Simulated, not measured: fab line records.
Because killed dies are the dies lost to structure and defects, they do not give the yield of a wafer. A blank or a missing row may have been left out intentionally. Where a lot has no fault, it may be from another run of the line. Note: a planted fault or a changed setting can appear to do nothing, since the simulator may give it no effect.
Commonality check across tools / flow rit-cmos / 13 lots and 42 wafers in the sample

REASON IT WAS OPENED
At RIT_M1_CD_MEAS_09 the reading cd-nm is flagged on 1 of 13 lots. No-fault wafers: 2600.5 nm, standard deviation 2.1.
Rule: a lot is flagged in two cases, either no wafer of it has a number, or all its wafers with numbers fall more than 4 standard deviations from that mean. As for the other lots, they are considered sound.

lot=L787; measured=day 3 11:21; on=cd-sem-01; cd-nm (nm), wafer by wafer=2599.7 2600.0 2600.2; flag=
lot=L789; measured=day 4 03:05; on=cd-sem-01; cd-nm (nm), wafer by wafer=2603.0 2603.2 2603.1; flag=
lot=L790; measured=day 4 07:45; on=cd-sem-01; cd-nm (nm), wafer by wafer=2602.1 2602.4 2600.6; flag=
lot=L791; measured=day 4 12:10; on=cd-sem-02; cd-nm (nm), wafer by wafer=2600.3 2598.6 2600.0; flag=
lot=L792; measured=day 4 17:05; on=cd-sem-02; cd-nm (nm), wafer by wafer=2595.9 2596.6 2596.8; flag=
lot=L794; measured=day 5 06:07; on=cd-sem-02; cd-nm (nm), wafer by wafer=2753.3 2752.0 2753.3 2753.7 2752.0 2753.4; flag=FLAGGED
lot=L795; measured=day 5 08:40; on=cd-sem-02; cd-nm (nm), wafer by wafer=2601.5 2602.4 2602.7; flag=
lot=L796; measured=day 5 11:32; on=cd-sem-02; cd-nm (nm), wafer by wafer=2599.2 2600.5 2596.7; flag=
lot=L802; measured=day 6 14:50; on=cd-sem-02; cd-nm (nm), wafer by wafer=2599.9 2599.8 2601.1; flag=
lot=L804; measured=day 7 00:50; on=cd-sem-02; cd-nm (nm), wafer by wafer=2600.1 2603.4 2599.6; flag=
lot=L807; measured=day 7 15:02; on=cd-sem-02; cd-nm (nm), wafer by wafer=2598.3 2598.5 2598.7; flag=
lot=L808; measured=day 7 19:53; on=cd-sem-01; cd-nm (nm), wafer by wafer=2596.9 2598.0 2598.9; flag=
lot=L809; measured=day 7 22:07; on=cd-sem-02; cd-nm (nm), wafer by wafer=2602.8 2601.0 2604.9; flag=
The numbers of the flagged lots are 2752.9 nm on average: +152.4 nm against the usual, or +73 standard deviations.

LOT BY LOT: THE TOOL USED
The record holds 1 process step before the reading, out of a route of 202 steps. Read each cell as the tool, then ch plus the chambers that the sampled wafers visited, then the start.
lot=L787; flag=; RIT_M1_EXPOSE_06=iline-stepper-02 ch 0, day 3 10:55
lot=L789; flag=; RIT_M1_EXPOSE_06=iline-stepper-01 ch 0, day 4 02:40
lot=L790; flag=; RIT_M1_EXPOSE_06=iline-stepper-01 ch 0, day 4 07:19
lot=L791; flag=; RIT_M1_EXPOSE_06=iline-stepper-01 ch 0, day 4 11:44
lot=L792; flag=; RIT_M1_EXPOSE_06=iline-stepper-01 ch 0, day 4 16:35
lot=L794; flag=FLAGGED; RIT_M1_EXPOSE_06=iline-stepper-02 ch 0, day 5 05:41
lot=L795; flag=; RIT_M1_EXPOSE_06=iline-stepper-01 ch 0, day 5 08:14
lot=L796; flag=; RIT_M1_EXPOSE_06=iline-stepper-02 ch 0, day 5 11:07
lot=L802; flag=; RIT_M1_EXPOSE_06=iline-stepper-02 ch 0, day 6 14:24
lot=L804; flag=; RIT_M1_EXPOSE_06=iline-stepper-01 ch 0, day 7 00:24
lot=L807; flag=; RIT_M1_EXPOSE_06=iline-stepper-01 ch 0, day 7 14:36
lot=L808; flag=; RIT_M1_EXPOSE_06=iline-stepper-02 ch 0, day 7 19:28
lot=L809; flag=; RIT_M1_EXPOSE_06=iline-stepper-02 ch 0, day 7 21:41
What is done by these steps:
- RIT_M1_EXPOSE_06: exposes mask M12, target cd 2600 nm.
- RIT_M1_CD_MEAS_09: target cd 2600 nm.

FLAGGED OVER TOTAL, TOOL BY TOOL (the gauges that took the reading come last)
step=RIT_M1_EXPOSE_06; tool=iline-stepper-01; lots run=7; flagged=0; share of the flagged lots=none; sound lots run after its first flagged lot=-
step=RIT_M1_EXPOSE_06; tool=iline-stepper-02; lots run=6; flagged=1; share of the flagged lots=all; sound lots run after its first flagged lot=4 (L796,L802,L808,L809)
step=RIT_M1_CD_MEAS_09; tool=cd-sem-01; lots run=4; flagged=0; share of the flagged lots=none; sound lots run after its first flagged lot=-
step=RIT_M1_CD_MEAS_09; tool=cd-sem-02; lots run=9; flagged=1; share of the flagged lots=all; sound lots run after its first flagged lot=6 (L795,L796,L802,L804,L807,L809)

THE TABLE: WHAT IT ALLOWS
Rows of the table that ran all the flagged lots, 2 in number: iline-stepper-02 at RIT_M1_EXPOSE_06; cd-sem-02 at RIT_M1_CD_MEAS_09.
- iline-stepper-02 at RIT_M1_EXPOSE_06 ran 6 lots, 1 of them flagged. Lots that were sound ran on it after the first flagged one (L796, L802, L808, L809); a persistent fault on the entire tool would not allow that.
- cd-sem-02 at RIT_M1_CD_MEAS_09 ran 9 lots, 1 of them flagged. Lots that were sound ran on it after the first flagged one (L795, L796, L802, L804, L807, L809); a persistent fault on the entire tool would not allow that.
There is no row in the table that ran each flagged lot and no sound lot after the first.

WHAT THE SIMULATOR HAD INSERTED
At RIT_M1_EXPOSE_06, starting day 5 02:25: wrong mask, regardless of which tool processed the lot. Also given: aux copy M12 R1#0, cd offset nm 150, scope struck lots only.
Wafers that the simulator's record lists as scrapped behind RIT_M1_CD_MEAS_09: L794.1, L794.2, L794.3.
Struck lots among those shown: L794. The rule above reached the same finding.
